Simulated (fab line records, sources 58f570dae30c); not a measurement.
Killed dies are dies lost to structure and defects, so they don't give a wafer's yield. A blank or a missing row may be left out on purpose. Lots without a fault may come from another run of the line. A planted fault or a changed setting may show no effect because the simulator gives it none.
Chamber matching | flow berkeley_cmos170 | UCB170_V2_CMP_02 on cmp-02: 4 sister chambers
The step polishes SiO2. 4 wafers are shown with their chamber, then 9 later ones without.

WAFERS WITH THEIR CHAMBER
wafer  | chamber | motor_current_A (A)
L923.3 | 1       | 15.3
L922.3 | 2       | 15.7
L927.1 | 3       | 17.4
L927.6 | 0       | 13.9

WAFERS WITHOUT THEIR CHAMBER
wafer  | motor_current_A (A)
L929.1 | 17.5
L929.2 | 15.8
L929.5 | 17.2
L933.3 | 13.7
L933.4 | 15.2
L933.6 | 16.3
L935.2 | 17.2
L935.3 | 13.5
L935.4 | 15.3

WHICH CHAMBER EACH WENT THROUGH
wafer  | from the rows above          | in truth
L929.1 | 3                            | 3
L929.2 | can't be placed: 2 or 1      | 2
L929.5 | 3                            | 3
L933.3 | 0                            | 0
L933.4 | can't be placed: 1 or 2      | 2
L933.6 | can't be placed: 2 or 1 or 3 | 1
L935.2 | 3                            | 3
L935.3 | 0                            | 0
L935.4 | can't be placed: 1 or 2      | 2
Placed correctly: 5 of 9. Can't be placed from these rows: 4 (the true chamber is among the candidates in 4). Placed wrongly: 0.
How it was worked out, from the rows above alone: a wafer's distance from a chamber is the root of the sum, over the readings, of the square of ((its reading less the chamber's mean) divided by the reading's scatter). The wafer belongs to the nearest chamber; if the next one is less than 2 further off, it can't be placed. A chamber's mean is the mean of its shown wafers. The scatter: with one shown wafer a chamber, the root of the mean of the squares of how far each hidden wafer lies from its nearest shown one.
